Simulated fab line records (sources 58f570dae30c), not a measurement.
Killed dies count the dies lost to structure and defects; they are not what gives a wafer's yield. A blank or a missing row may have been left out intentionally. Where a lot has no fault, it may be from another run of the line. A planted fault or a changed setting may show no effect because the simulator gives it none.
Which tool did it? ; flow berkeley-cmos170 ; at 1 step of a route of 331, 7 lots with 21 wafers sampled

WHAT THE GAUGES READ, wafer by wafer
UCB170_GATE_OVL_MEAS_13.
lot;measured;on;GATE_OVL (nm)
L617;day 7 03:05;overlay-02;-10 -14 -4
L619;day 7 21:23;overlay-01;-2 -2 -5
L622;day 8 13:45;overlay-02;0 -4 0
L624;day 8 20:32;overlay-02;2 0 -1
L628;day 10 02:58;overlay-01;4 -11 -8
L631;day 10 17:14;overlay-02;-7 -4 -1
L635;day 11 02:30;overlay-01;-2 2 -1

WHAT TOOL EACH LOT RAN ON (gives the tool, then ch and the chambers of the sampled wafers, and finally the start)
There is no process step in the record ahead of these readings.

THE ANSWER, worked out from the rows above alone
Rule: the usual values come from the lots themselves. Put in order of their means at a reading, lots are off if they are a third of the lots or fewer, leave a main group of 4 or more, and stand apart from it by a gap of 3 or more times the standard deviation of the main group's means; of several such gaps the widest counts. If all means in a main group match to the digits the tables above print for the reading, that group is not used. Also off: a lot with no number at a reading for which 4 or more lots have one. Where the step has rows for the other lots, those lots are counted as sound.
No lot is off on any of the readings shown, so nothing can be concluded from this.

WHAT WAS PUT IN BY THE SIMULATOR
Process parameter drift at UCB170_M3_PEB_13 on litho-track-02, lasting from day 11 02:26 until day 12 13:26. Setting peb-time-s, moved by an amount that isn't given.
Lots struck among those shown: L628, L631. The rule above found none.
